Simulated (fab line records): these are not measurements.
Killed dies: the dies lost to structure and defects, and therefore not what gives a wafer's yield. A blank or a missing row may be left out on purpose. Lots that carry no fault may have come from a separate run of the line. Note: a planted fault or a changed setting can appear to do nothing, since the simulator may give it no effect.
8D (eight disciplines) problem report, filled in by code ; flow rit cmos ; the parts of the form that need people (team, actions taken, sign-off) are left out
Where a reading is given only as a bound, like >300, the bound stands for it, and a mean or a difference that rests on one is marked > or <: the true number lies beyond.

1. WHAT WENT WRONG
SILICIDE_TI_THK at RIT_SILICIDE_THK_MEAS_03 reads a mean of <0.0 nm on 6 wafers of 2 lots; wafers without a fault read 29.8 nm with a standard deviation of 0.39. That is <-76 standard deviations from the usual mean.
The step: measures by xrf.
The first sign was on wafer L767.2 at day 7 09:23, on film metro-04. At this step, 42 wafers from 14 lots have a number in the record. The rule behind "out" and "out of limits": a value lying over 4 standard deviations away from the usual mean. Any other wafer with a number is counted as sound.

2. WHAT IT IS, AND WHAT IT ISN'T
question;is;is not
which readings at this step;SILICIDE_TI_THK;-
which lots;L767, L768;L748, L749, L750, L751, L752, L753, L754, L755, L757, L762, L770, L771
which wafers of those lots;all that have a number;-
read on which gauges;film metro-03, film metro-04;film metro-02
when;from day 7 09:23;"up to then (30 sound wafers); but 6 sound wafers of L770, L771 came after"

3. WHAT RULES OUT EACH SUSPECT
Counting: any tool at a process step up to the reading is kept as a suspect provided that every lot that is out went through it and no sound lot did after the first of them.
- the gauge at RIT_SILICIDE_THK_MEAS_03 has been ruled out. The wafers that are out were read on 2 gauges (film metro-03, film metro-04).
- pvd sputter-04 at RIT_SILICIDE_SPUTTER_01 (material Ti, target thk 30 nm, time 240 s): ruled out as a lasting fault. The sound lots L770 went through it after L767, its earliest lot that is out (day 7 09:07).
Left after counting: nothing in the record.

4. THE CAUSE (what the simulator had put in)
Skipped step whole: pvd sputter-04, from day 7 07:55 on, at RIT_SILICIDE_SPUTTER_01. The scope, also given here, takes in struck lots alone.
The count ruled it out by mistake, since the rule takes a fault to strike every lot its tool runs from the start of the fault on, and this one did not do so.

5. THE EFFECT CHAIN, in route order
Each row: a reading whose mean over the struck wafers that have a number lies more than 3 standard deviations from the usual. Only readings for which the record gives a usual standard deviation are gone through. hours: the time from each lot's start at the first step in this table that gives one to its start at this step, as a median over the lots. sigmas: the change in usual standard deviations.
hours;step;reading;usual;on struck wafers;change;sigmas
0;RIT_SILICIDE_THK_MEAS_03;SILICIDE_TI_THK;29.8 nm;<0.0;<-29.8;<-76
7;RIT_M1_PROBE_99;killed at front end;6.8;264.0;+257.2;+89
7;RIT_M1_PROBE_99;killed dies;6.9;264.0;+257.1;+89
7;RIT_M1_PROBE_99;killed on rim;1.7;70.0;+68.3;+53
It contains these process steps:
- RIT_M1_PROBE_99
Readings that are blank on the struck wafers while sound wafers have them: cathode dc power W at RIT_SILICIDE_SPUTTER_01; chamber pressure pa at RIT_SILICIDE_SPUTTER_01; substrate temp c at RIT_SILICIDE_SPUTTER_01; throttle valve pct at RIT_SILICIDE_SPUTTER_01; SILICIDE_TI_RS at RIT_SILICIDE_RS_MEAS_02.

6. HOW IT WOULD HAVE BEEN CAUGHT EARLIER
In this record the first reading out of limits at a measuring or inspecting step was taken at day 7 09:23, 1 hour after the fault began at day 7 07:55.
Between RIT_SILICIDE_SPUTTER_01 and RIT_SILICIDE_THK_MEAS_03, RIT_SILICIDE_RS_MEAS_02 gave no SILICIDE_TI_RS on the struck wafers, where sound wafers have one: a measuring or inspecting step that comes back empty is itself a sign.
At RIT_SILICIDE_SPUTTER_01 the tool's readings are blank on the struck wafers, where sound wafers have them: an empty tool record is the first sign, and it was there at once.
